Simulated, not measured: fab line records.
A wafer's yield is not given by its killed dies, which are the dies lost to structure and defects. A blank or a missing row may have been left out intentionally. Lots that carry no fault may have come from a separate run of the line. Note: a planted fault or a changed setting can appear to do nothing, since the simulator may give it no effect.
fab line records | flow berkeleyCmos170
[record] lots = 14 | wafers = 42 | lastDay = 13
route steps=331 shown GATE@139 V2@292 M3@312
lots that met no fault: taken from a fault-free run of the same line
startH: the number of hours between the record's first day and the start of the first shown wafer of the lot | waitH: hours from the lot's prior step to this one | " unchanged from the row above | L1.1+2: a row that stands for several wafers | - no value, or no start given | * or withheld: withheld | < > ~ a bound
route shown NAME@n: NAME is a module with steps in the file, n the number in the route of the first one | usual: mean and standard deviation over wafers with no fault | same: alike in all rows | chamber/n: place in a boat | sites: per-site readings | _std_site: their standard deviation | _edge_site: inner sites' mean taken away from outer sites' mean | radiusMm: how far each site lies from the wafer's centre | mask NAME#n: copy n | behind: the most recent tool/chamber to have shaped the wafer | hold: why the lot went on hold/how many hours it stayed there/how the hold came to an end | device: the transistor (n, p or np) that didn't switch | end of line: the route-end tests of the same wafers | step lacking rows: just its recipe | killed: the dies lost at the first sort to structure and to defects; this is not the yield of the wafer | map: shows each die of a wafer: x if killed, . if not, _ if none is there
set.NAME: the setting the step ran with; set.NAME@STEP: the setting that earlier step ran with | model.NAME: the simulator's own value behind a step, which no gauge read
the route's steps for a sample of lots (tables are steps, rows are wafers)
services: when a tool's chamber went out of use (startH, in hours from the record's first day, below 0 if earlier), for how many hours, and the reason
[[steps]]
[step UCB170_GATE_OVL_MEAS_13]
[usual] GATE_OVL = 2/5.9
lot.wafer | tool       | chamber | startH | waitH | GATE_OVL[nm]
L221.1    | overlay-01 | -       | 151.32 | 0.1   | -1
L221.2    | "          | -       | "      | "     | -8
L221.4    | "          | -       | "      | "     | 4
L222.2    | overlay-01 | -       | 151.37 | 0.1   | 0
L222.4    | "          | -       | "      | "     | -5
L222.5    | "          | -       | "      | "     | 7
L224.1    | overlay-02 | -       | 165.39 | 0.1   | -6
L224.3    | "          | -       | "      | "     | -2
L224.5    | "          | -       | "      | "     | -8
L226.3    | overlay-02 | -       | 166.41 | 0.1   | 12
L226.5    | "          | -       | "      | "     | -1
L226.6    | "          | -       | "      | "     | 5
L227.1    | overlay-02 | -       | 174.95 | 0.1   | 6
L227.4    | "          | -       | "      | "     | 1
L227.6    | "          | -       | "      | "     | -2
L230.3    | overlay-02 | -       | 183.93 | 0.1   | -5
L230.4    | "          | -       | "      | "     | -7
L230.6    | "          | -       | "      | "     | -2
L231.1    | overlay-01 | -       | 184.04 | 0.1   | 3
L231.3    | "          | -       | "      | "     | -4
L231.6    | "          | -       | "      | "     | 6
L229.1    | overlay-02 | -       | 184.64 | 0.1   | -3
L229.2    | "          | -       | "      | "     | -1
L229.5    | "          | -       | "      | "     | 3
L234.4    | overlay-01 | -       | 212.02 | 0.1   | 7
L234.5    | "          | -       | "      | "     | 10
L234.6    | "          | -       | "      | "     | 5
L233.3    | overlay-02 | -       | 212.29 | 0.1   | 4
L233.4    | "          | -       | "      | "     | -2
L233.5    | "          | -       | "      | "     | 8
L239.2    | overlay-02 | -       | 244.62 | 0.1   | 7
L239.4    | "          | -       | "      | "     | 4
L239.6    | "          | -       | "      | "     | 3
L243.1    | overlay-01 | -       | 261.61 | 0.1   | 5
L243.4    | "          | -       | "      | "     | 2
L243.6    | "          | -       | "      | "     | 1
L241.1    | overlay-01 | -       | 261.85 | 0.1   | 3
L241.5    | "          | -       | "      | "     | -5
L241.6    | "          | -       | "      | "     | 3
L244.2    | overlay-02 | -       | 268.61 | 0.1   | 4
L244.5    | "          | -       | "      | "     | -2
L244.6    | "          | -       | "      | "     | 4
[step UCB170_V2_CVD_00]
[recipe] material = SiO2 | targetThkNm = 2000 | tempC = 390 | precursor = TEOS/O2 | timeS = 250 | rfW = 550 | pressureMtorr = 9000
[usual] heaterPowerW = 279/69
lot.wafer | tool     | chamber | startH | waitH | heaterPowerW
L221.1    | pecvd-04 | 0       | 184.40 | 0.1   | 334
L221.2    | "        | 2       | "      | "     | 255
L221.4    | "        | 2       | "      | "     | 176
L222.2    | pecvd-01 | 0       | 185.12 | 0.1   | 275
L222.4    | "        | 2       | "      | "     | 224
L222.5    | "        | 1       | "      | "     | 275
L224.1    | pecvd-01 | 2       | 197.11 | 0.1   | 191
L224.3    | "        | 1       | "      | "     | 361
L224.5    | "        | 1       | "      | "     | 273
L226.3    | pecvd-04 | 1       | 199.40 | 0.1   | 264
L226.5    | "        | 2       | "      | "     | 175
L226.6    | "        | 0       | "      | "     | 266
L227.1    | pecvd-03 | 0       | 206.55 | 0.1   | 302
L227.4    | "        | 1       | "      | "     | 237
L227.6    | "        | 2       | "      | "     | 318
L230.3    | pecvd-04 | 0       | 220.28 | 0.1   | 297
L230.4    | "        | 2       | "      | "     | 254
L230.6    | "        | 1       | "      | "     | 218
L231.1    | pecvd-01 | 1       | 222.33 | 0.1   | 303
L231.3    | "        | 2       | "      | "     | 155
L231.6    | "        | 2       | "      | "     | 210
L229.1    | pecvd-04 | 1       | 222.38 | 0.1   | 263
L229.2    | "        | 2       | "      | "     | 223
L229.5    | "        | 0       | "      | "     | 361
L234.4    | pecvd-01 | 1       | 242.11 | 0.1   | 265
L234.5    | "        | 2       | "      | "     | 206
L234.6    | "        | 0       | "      | "     | 349
L233.3    | pecvd-03 | 0       | 243.71 | 0.1   | 248
L233.4    | "        | 0       | "      | "     | 301
L233.5    | "        | 1       | "      | "     | 227
L239.2    | pecvd-03 | 0       | 277.20 | 0.1   | 281
L239.4    | "        | 1       | "      | "     | 238
L239.6    | "        | 0       | "      | "     | 214
L241.1    | pecvd-03 | 2       | 292.88 | 0.1   | 331
L241.5    | "        | 1       | "      | "     | 228
L241.6    | "        | 0       | "      | "     | 215
L243.1    | pecvd-01 | 0       | 297.79 | 0.1   | 310
L243.4    | "        | 0       | "      | "     | 249
L243.6    | "        | 2       | "      | "     | 143
L244.2    | pecvd-04 | 1       | 308.77 | 0.1   | 283
L244.5    | "        | 0       | "      | "     | 394
L244.6    | "        | 1       | "      | "     | 266
[step UCB170_V2_THK_MEAS_01]
[recipe] reads = SiO2_of_V2_CVD_00
[usual] V2_TEOS_THK = 1991/25
lot.wafer | tool         | chamber | startH | waitH | V2_TEOS_THK[nm]
L221.1    | filmMetro-01 | -       | 184.56 | 0.1   | 1995
L221.2    | "            | -       | "      | "     | 1965
L221.4    | "            | -       | "      | "     | 2028
L222.2    | filmMetro-03 | -       | 185.29 | 0.1   | 1994
L222.4    | "            | -       | "      | "     | 2002
L222.5    | "            | -       | "      | "     | 1990
L224.1    | filmMetro-02 | -       | 197.26 | 0.1   | 1988
L224.3    | "            | -       | "      | "     | 2001
L224.5    | "            | -       | "      | "     | 1989
L226.3    | filmMetro-02 | -       | 199.58 | 0.1   | 1977
L226.5    | "            | -       | "      | "     | 2030
L226.6    | "            | -       | "      | "     | 2029
L227.1    | filmMetro-02 | -       | 206.71 | 0.1   | 1958
L227.4    | "            | -       | "      | "     | 2010
L227.6    | "            | -       | "      | "     | 1970
L230.3    | filmMetro-03 | -       | 220.45 | 0.1   | 2009
L230.4    | "            | -       | "      | "     | 2010
L230.6    | "            | -       | "      | "     | 2004
L231.1    | filmMetro-03 | -       | 222.48 | 0.1   | 1943
L231.3    | "            | -       | "      | "     | 1982
L231.6    | "            | -       | "      | "     | 2004
L229.1    | filmMetro-02 | -       | 222.54 | 0.1   | 1978
L229.2    | "            | -       | "      | "     | 1983
L229.5    | "            | -       | "      | "     | 2049
L234.4    | filmMetro-01 | -       | 242.22 | 0.0   | 1987
L234.5    | "            | -       | "      | "     | 2039
L234.6    | "            | -       | "      | "     | 2007
L233.3    | filmMetro-03 | -       | 243.88 | 0.1   | 1961
L233.4    | "            | -       | "      | "     | 1988
L233.5    | "            | -       | "      | "     | 2010
L239.2    | filmMetro-01 | -       | 277.37 | 0.1   | 1641
L239.4    | "            | -       | "      | "     | 1679
L239.6    | "            | -       | "      | "     | 1670
L241.1    | filmMetro-01 | -       | 293.04 | 0.1   | 1662
L241.5    | "            | -       | "      | "     | 1700
L241.6    | "            | -       | "      | "     | 1695
L243.1    | filmMetro-03 | -       | 297.95 | 0.1   | 1966
L243.4    | "            | -       | "      | "     | 2013
L243.6    | "            | -       | "      | "     | 2011
L244.2    | filmMetro-03 | -       | 309.01 | 0.2   | 1992
L244.5    | "            | -       | "      | "     | 2003
L244.6    | "            | -       | "      | "     | 2007
[step UCB170_V2_THK_MEAS_04]
[recipe] reads = SiO2_of_V2_CVD_00
[usual] V2_POLISHED_THK = 999.5/1.3
lot.wafer | tool         | chamber | startH | waitH | V2_POLISHED_THK[nm]
L221.1    | filmMetro-02 | -       | 185.04 | 0.1   | 999.2
L221.2    | "            | -       | "      | "     | 997.4
L221.4    | "            | -       | "      | "     | 999.8
L222.2    | filmMetro-03 | -       | 185.77 | 0.1   | 999.3
L222.4    | "            | -       | "      | "     | 1002.2
L222.5    | "            | -       | "      | "     | 998.4
L224.1    | filmMetro-03 | -       | 197.74 | 0.1   | 999.7
L224.3    | "            | -       | "      | "     | 1000.4
L224.5    | "            | -       | "      | "     | 1001.9
L226.3    | filmMetro-02 | -       | 200.06 | 0.1   | 1001.7
L226.5    | "            | -       | "      | "     | 998.9
L226.6    | "            | -       | "      | "     | 999.1
L227.1    | filmMetro-01 | -       | 207.19 | 0.1   | 1002.2
L227.4    | "            | -       | "      | "     | 1000.5
L227.6    | "            | -       | "      | "     | 1000.2
L230.3    | filmMetro-02 | -       | 220.93 | 0.1   | 999.2
L230.4    | "            | -       | "      | "     | 1001.1
L230.6    | "            | -       | "      | "     | 1000.2
L231.1    | filmMetro-03 | -       | 222.96 | 0.1   | 999.0
L231.3    | "            | -       | "      | "     | 998.8
L231.6    | "            | -       | "      | "     | 998.3
L229.1    | filmMetro-02 | -       | 223.26 | 0.1   | 1000.9
L229.2    | "            | -       | "      | "     | 1000.1
L229.5    | "            | -       | "      | "     | 998.6
L234.4    | filmMetro-02 | -       | 242.70 | 0.1   | 1001.3
L234.5    | "            | -       | "      | "     | 1000.4
L234.6    | "            | -       | "      | "     | 999.7
L233.3    | filmMetro-02 | -       | 244.36 | 0.1   | 999.5
L233.4    | "            | -       | "      | "     | 997.4
L233.5    | "            | -       | "      | "     | 996.5
L239.2    | filmMetro-03 | -       | 277.85 | 0.1   | 690.6
L239.4    | "            | -       | "      | "     | 689.5
L239.6    | "            | -       | "      | "     | 689.1
L241.1    | filmMetro-03 | -       | 293.52 | 0.1   | 688.9
L241.5    | "            | -       | "      | "     | 689.7
L241.6    | "            | -       | "      | "     | 689.5
L243.1    | filmMetro-03 | -       | 298.43 | 0.1   | 998.3
L243.4    | "            | -       | "      | "     | 999.1
L243.6    | "            | -       | "      | "     | 997.1
L244.2    | filmMetro-01 | -       | 309.54 | 0.1   | 1000.6
L244.5    | "            | -       | "      | "     | 999.3
L244.6    | "            | -       | "      | "     | 1000.5
[step UCB170_V2_ETCH_14]
[recipe] chemistry = CHF3/CF4/Ar | target = SiO2 | stopOn = Al | CHF3_flow_sccm = 45 | cf4FlowSccm = 15 | Ar_flow_sccm = 150 | pressureMtorr = 200 | rfW = 700 | targetDepthA = 12500 | overEtchFrac = 0.25 | timeS = 291
[usual] drypumpMotorCurrentA = 5.5/0.4 | oesProductAu = 0.873/0.013 | throttleValvePct = 6.94/0.11
lot.wafer | tool       | chamber | startH | waitH | drypumpMotorCurrentA | oesProductAu | rfHoursCounterH | throttleValvePct
L221.1    | rieDiel-01 | 0       | 186.94 | 0.0   | 5.4                  | 0.873        | 78              | 6.92
L221.2    | "          | 3       | "      | "     | 5.0                  | 0.873        | 124             | 6.96
L221.4    | "          | 2       | "      | "     | 5.8                  | 0.884        | 5               | 6.93
L222.2    | rieDiel-03 | 3       | 188.24 | 0.0   | 5.0                  | 0.855        | 137             | 7.17
L222.4    | "          | 0       | "      | "     | 5.9                  | 0.895        | 65              | 6.95
L222.5    | "          | 3       | "      | "     | 5.0                  | 0.841        | -               | 7.17
L224.1    | rieDiel-01 | 2       | 199.11 | 0.0   | 5.8                  | 0.884        | 5               | 6.93
L224.3    | "          | 3       | "      | "     | 5.1                  | 0.861        | 125             | 6.95
L224.5    | "          | 0       | "      | "     | 5.4                  | 0.875        | -               | 6.92
L226.3    | rieDiel-02 | 1       | 201.27 | 0.0   | 5.7                  | 0.882        | 40              | 6.90
L226.5    | "          | 0       | "      | "     | 5.8                  | 0.866        | -               | 6.98
L226.6    | "          | 1       | "      | "     | 5.7                  | 0.880        | -               | 6.90
L227.1    | rieDiel-02 | 1       | 208.42 | 0.0   | 5.7                  | 0.885        | 41              | 6.89
L227.4    | "          | 3       | "      | "     | 4.8                  | 0.878        | 90              | 6.98
L227.6    | "          | 0       | "      | "     | 5.8                  | 0.869        | -               | 6.98
L230.3    | rieDiel-01 | 1       | 222.48 | 0.0   | 5.1                  | 0.871        | 20              | 6.97
L230.4    | "          | 2       | "      | "     | 5.8                  | 0.873        | 6               | 6.91
L230.6    | "          | 1       | "      | "     | 5.1                  | 0.852        | -               | 6.95
L231.1    | rieDiel-03 | 0       | 225.24 | 0.0   | 5.9                  | 0.888        | 67              | 6.93
L231.3    | "          | 3       | "      | "     | 5.0                  | 0.859        | 139             | 7.16
L231.6    | "          | 3       | "      | "     | 5.0                  | 0.851        | -               | 7.16
L229.1    | rieDiel-01 | 0       | 225.40 | 0.0   | 5.4                  | 0.872        | 80              | 6.92
L229.2    | "          | 2       | "      | "     | 5.8                  | 0.880        | 7               | 6.94
L229.5    | "          | 2       | "      | "     | 5.8                  | 0.881        | -               | 6.93
L234.4    | rieDiel-01 | 1       | 244.09 | 0.0   | 5.1                  | 0.870        | 21              | 6.96
L234.5    | "          | 1       | "      | "     | 5.1                  | 0.859        | -               | 6.96
L234.6    | "          | 2       | "      | "     | 5.7                  | 0.876        | -               | 6.93
L233.3    | rieDiel-03 | 2       | 245.76 | 0.0   | 6.0                  | 0.909        | 137             | 6.72
L233.4    | "          | 0       | "      | "     | 6.0                  | 0.883        | 68              | 6.97
L233.5    | "          | 0       | "      | "     | 6.0                  | 0.893        | -               | 6.96
L239.2    | rieDiel-02 | 0       | 279.45 | 0.0   | 5.8                  | 0.715        | 15              | 6.97
L239.4    | "          | 2       | "      | "     | 6.2                  | 0.702        | 82              | 7.02
L239.6    | "          | 2       | "      | "     | 6.2                  | 0.696        | -               | 7.04
L241.1    | rieDiel-03 | 3       | 295.51 | 0.0   | 5.1                  | 0.719        | 2               | 7.17
L241.5    | "          | 0       | "      | "     | 5.9                  | 0.726        | -               | 6.95
L241.6    | "          | 1       | "      | "     | 5.3                  | 0.714        | -               | 6.73
L243.1    | rieDiel-01 | 2       | 303.00 | 0.0   | 5.8                  | 0.889        | 11              | 6.92
L243.4    | "          | 2       | "      | "     | 5.8                  | 0.884        | -               | 6.93
L243.6    | "          | 2       | "      | "     | 5.8                  | 0.876        | -               | 6.92
L244.2    | rieDiel-02 | 0       | 311.48 | 0.0   | 5.8                  | 0.869        | 16              | 6.97
L244.5    | "          | 0       | "      | "     | 5.7                  | 0.863        | -               | 6.97
L244.6    | "          | 1       | "      | "     | 5.7                  | 0.884        | -               | 6.90
[step UCB170_M3_THK_MEAS_03]
[recipe] thkMeasGauge = xrf | reads = Al_of_M3_SPUTTER_01
[usual] M3_AL_THK = 881/10
lot.wafer | tool         | chamber | startH | waitH | M3_AL_THK[nm]
L221.1    | filmMetro-01 | -       | 187.61 | 0.1   | 880
L221.2    | "            | -       | "      | "     | 876
L221.4    | "            | -       | "      | "     | 882
L222.2    | filmMetro-04 | -       | 189.02 | 0.1   | 883
L222.4    | "            | -       | "      | "     | 874
L222.5    | "            | -       | "      | "     | 894
L224.1    | filmMetro-01 | -       | 199.78 | 0.1   | 868
L224.3    | "            | -       | "      | "     | 879
L224.5    | "            | -       | "      | "     | 879
L226.3    | filmMetro-04 | -       | 201.96 | 0.1   | 899
L226.5    | "            | -       | "      | "     | 887
L226.6    | "            | -       | "      | "     | 895
L227.1    | filmMetro-01 | -       | 209.09 | 0.1   | 900
L227.4    | "            | -       | "      | "     | 892
L227.6    | "            | -       | "      | "     | 889
L230.3    | filmMetro-03 | -       | 223.17 | 0.1   | 875
L230.4    | "            | -       | "      | "     | 886
L230.6    | "            | -       | "      | "     | 870
L231.1    | filmMetro-03 | -       | 225.91 | 0.1   | 871
L231.3    | "            | -       | "      | "     | 867
L231.6    | "            | -       | "      | "     | 858
L229.1    | filmMetro-01 | -       | 226.07 | 0.1   | 875
L229.2    | "            | -       | "      | "     | 886
L229.5    | "            | -       | "      | "     | 883
L234.4    | filmMetro-04 | -       | 244.79 | 0.1   | 891
L234.5    | "            | -       | "      | "     | 891
L234.6    | "            | -       | "      | "     | 888
L233.3    | filmMetro-04 | -       | 246.45 | 0.1   | 879
L233.4    | "            | -       | "      | "     | 877
L233.5    | "            | -       | "      | "     | 890
L239.2    | filmMetro-04 | -       | 280.12 | 0.1   | 877
L239.4    | "            | -       | "      | "     | 878
L239.6    | "            | -       | "      | "     | 879
L241.1    | filmMetro-03 | -       | 296.18 | 0.1   | 856
L241.5    | "            | -       | "      | "     | 873
L241.6    | "            | -       | "      | "     | 873
L243.1    | filmMetro-03 | -       | 303.75 | 0.1   | 868
L243.4    | "            | -       | "      | "     | 861
L243.6    | "            | -       | "      | "     | 866
L244.2    | filmMetro-03 | -       | 312.16 | 0.1   | 873
L244.5    | "            | -       | "      | "     | 872
L244.6    | "            | -       | "      | "     | 877
[step UCB170_M3_OVL_MEAS_16]
[usual] M3_OVL = -3/4.6
lot.wafer | tool       | chamber | startH | waitH | M3_OVL[nm]
L221.1    | overlay-01 | -       | 190.40 | 0.1   | 10
L221.2    | "          | -       | "      | "     | 8
L221.4    | "          | -       | "      | "     | 0
L222.2    | overlay-02 | -       | 192.01 | 0.1   | -5
L222.4    | "          | -       | "      | "     | -5
L222.5    | "          | -       | "      | "     | -2
L224.1    | overlay-02 | -       | 201.65 | 0.1   | -4
L224.3    | "          | -       | "      | "     | -6
L224.5    | "          | -       | "      | "     | 1
L226.3    | overlay-02 | -       | 203.82 | 0.1   | 2
L226.5    | "          | -       | "      | "     | 1
L226.6    | "          | -       | "      | "     | -2
L227.1    | overlay-02 | -       | 210.96 | 0.1   | -4
L227.4    | "          | -       | "      | "     | -8
L227.6    | "          | -       | "      | "     | -12
L230.3    | overlay-02 | -       | 225.81 | 0.1   | 1
L230.4    | "          | -       | "      | "     | -2
L230.6    | "          | -       | "      | "     | -1
L231.1    | overlay-02 | -       | 227.83 | 0.1   | -8
L231.3    | "          | -       | "      | "     | -2
L231.6    | "          | -       | "      | "     | -6
L229.1    | overlay-02 | -       | 228.76 | 0.1   | -7
L229.2    | "          | -       | "      | "     | -5
L229.5    | "          | -       | "      | "     | -7
L234.4    | overlay-02 | -       | 247.75 | 0.1   | -3
L234.5    | "          | -       | "      | "     | -1
L234.6    | "          | -       | "      | "     | -11
L233.3    | overlay-02 | -       | 248.74 | 0.1   | -6
L233.4    | "          | -       | "      | "     | -7
L233.5    | "          | -       | "      | "     | -5
L239.2    | overlay-02 | -       | 281.99 | 0.1   | 7
L239.4    | "          | -       | "      | "     | 4
L239.6    | "          | -       | "      | "     | 2
L241.1    | overlay-02 | -       | 299.68 | 0.1   | -7
L241.5    | "          | -       | "      | "     | -9
L241.6    | "          | -       | "      | "     | 4
L243.1    | overlay-01 | -       | 306.59 | 0.1   | -3
L243.4    | "          | -       | "      | "     | -2
L243.6    | "          | -       | "      | "     | -5
L244.2    | overlay-01 | -       | 314.76 | 0.1   | 0
L244.5    | "          | -       | "      | "     | 3
L244.6    | "          | -       | "      | "     | 12
[[services]]
tool       | chamber | startH | hours | kind
pecvd-03   | -       | 199.42 | 2.8   | pm
pecvd-03   | 1       | 208.78 | 14.9  | repair
pecvd-04   | -       | 212.87 | 5.5   | pm
rieDiel-03 | 2       | 223.10 | 16.4  | repair
pecvd-04   | 2       | 242.29 | 42.4  | repair
pecvd-04   | -       | 242.50 | 14.0  | pm
pecvd-04   | 0       | 242.50 | 14.0  | ventCycle
pecvd-04   | 1       | 242.50 | 14.0  | ventCycle
pecvd-04   | 2       | 242.50 | 42.2  | ventCycle
rieDiel-02 | 2       | 243.03 | 4.0   | repair
rieDiel-03 | 3       | 249.35 | -     | clean
rieDiel-01 | 0       | 251.65 | 2.2   | repair
pecvd-04   | 0       | 256.50 | -     | clean
pecvd-04   | 1       | 256.50 | -     | clean
pecvd-04   | 2       | 256.50 | -     | clean
rieDiel-03 | -       | 258.88 | 0.2   | repair
rieDiel-01 | 2       | 264.00 | 7.9   | repair
rieDiel-02 | 2       | 269.27 | 8.1   | repair
pecvd-04   | -       | 277.53 | 1.4   | repair
rieDiel-03 | -       | 287.21 | 2.8   | pm
rieDiel-01 | 3       | 292.84 | -     | clean
rieDiel-01 | 3       | 292.84 | 20.1  | scheduledDown
rieDiel-01 | 3       | 292.84 | 20.1  | ventCycle
pecvd-03   | 0       | 297.53 | 3.1   | repair
[[key]]
[firstSign] step = UCB170_V2_THK_MEAS_01 | reading = V2_TEOS_THK | direction = down | sigmas = 13 | usual = 1991 | struck = 1675
[effect] step = UCB170_V2_THK_MEAS_04 | reading = V2_POLISHED_THK | direction = down | sigmas = 99+ | usual = 999.5 | struck = 689.5
[effect] step = UCB170_V2_ETCH_14 | reading = oesProductAu | direction = down | sigmas = 12 | usual = 0.873 | struck = 0.712
[moreKillsBornAt] UCB170_V2_CVD_00@pecvd-03 = 61
metAt UCB170_V2_CVD_00
struckLots L239,L241
sortLeftOut L241.1,L241.5,L241.6
notActingAt UCB170_GATE_OVL_MEAS_13,UCB170_M3_THK_MEAS_03,UCB170_M3_OVL_MEAS_16
onsetBetween 243.71 277.20
[fault] kind = siteProfileDrift | tool = pecvd-03 | chamber = - | onsetH = 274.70 | steps = UCB170_V2_CVD_00 | basis = fraction | maxAbsDrift = 0.34799 | slopeSharePerHr = 77.331 | sitePattern = 0,0,0,0,0,-1,-1,-1,-1
// sortLeftOut: the simulated sort isn't trusted on such a fault, so these wafers' sort isn't shown, and their yield isn't known
